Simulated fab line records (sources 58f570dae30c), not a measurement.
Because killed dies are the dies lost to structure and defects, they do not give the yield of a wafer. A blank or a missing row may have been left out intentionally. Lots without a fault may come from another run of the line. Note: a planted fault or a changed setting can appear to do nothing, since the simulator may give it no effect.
Which tool did it?    flow berkeley-cmos170    Sampling: 6 lots, 18 wafers, 3 of 331 route steps

== WHAT THE GAUGES READ, wafer by wafer ==
UCB170_V2_BOW_MEAS_03.
lot   measured      on             V2_BOW (um)
L752  day 9 22:52   film-metro-03  50 39 39
L755  day 10 13:49  film-metro-04  27 44 34
L756  day 10 14:35  film-metro-03  37 39 36
L758  day 11 05:09  film-metro-02  34 43 40
L769  day 12 19:58  film-metro-02  36 25 39
L773  day 13 20:37  film-metro-02  29 42 48

== TOOL THAT RAN EACH LOT (tool first, then ch and the chambers of the sampled wafers, then the start) ==
lot   UCB170_M2_ETCH_17                   UCB170_V2_CMP_02
L752  rie-diel-03 ch 1,3, day 9 21:53     cmp-01 ch 0,1,3, day 9 22:34
L755  rie-diel-03 ch 1,3, day 10 12:50    cmp-02 ch 0,1,3, day 10 13:30
L756  rie-diel-01 ch 0,1,3, day 10 13:34  cmp-02 ch 1,2,3, day 10 14:23
L758  rie-diel-01 ch 0,3, day 11 04:05    cmp-01 ch 1,2, day 11 04:52
L769  rie-diel-01 ch 0,2,3, day 12 18:59  cmp-02 ch 0,1,2, day 12 19:40
L773  rie-diel-02 ch 1,2, day 13 19:20    cmp-01 ch 0,3, day 13 20:16
- UCB170_M2_ETCH_17: etches BARC in N2/H2.
- UCB170_V2_CMP_02: polishes SiO2.

== THE ANSWER, worked out from the rows above alone ==
Rule: what is usual is taken from the lots themselves. The widest of any qualifying gaps counts: lots, ordered by their means at a reading, are off when they make up no more than a third of the lots, leave a main group of 4 or more, and stand apart from it by 3 or more times the standard deviation of that group's means. A main group whose means are all the same, to the digits that the tables above print for the reading, isn't used. A lot without any number at a reading at which 4 lots or more have one is off too. All remaining lots with rows at the step are treated as sound.
None of the lots is off at any reading shown; this tells nothing.

== WHAT WAS PUT IN BY THE SIMULATOR ==
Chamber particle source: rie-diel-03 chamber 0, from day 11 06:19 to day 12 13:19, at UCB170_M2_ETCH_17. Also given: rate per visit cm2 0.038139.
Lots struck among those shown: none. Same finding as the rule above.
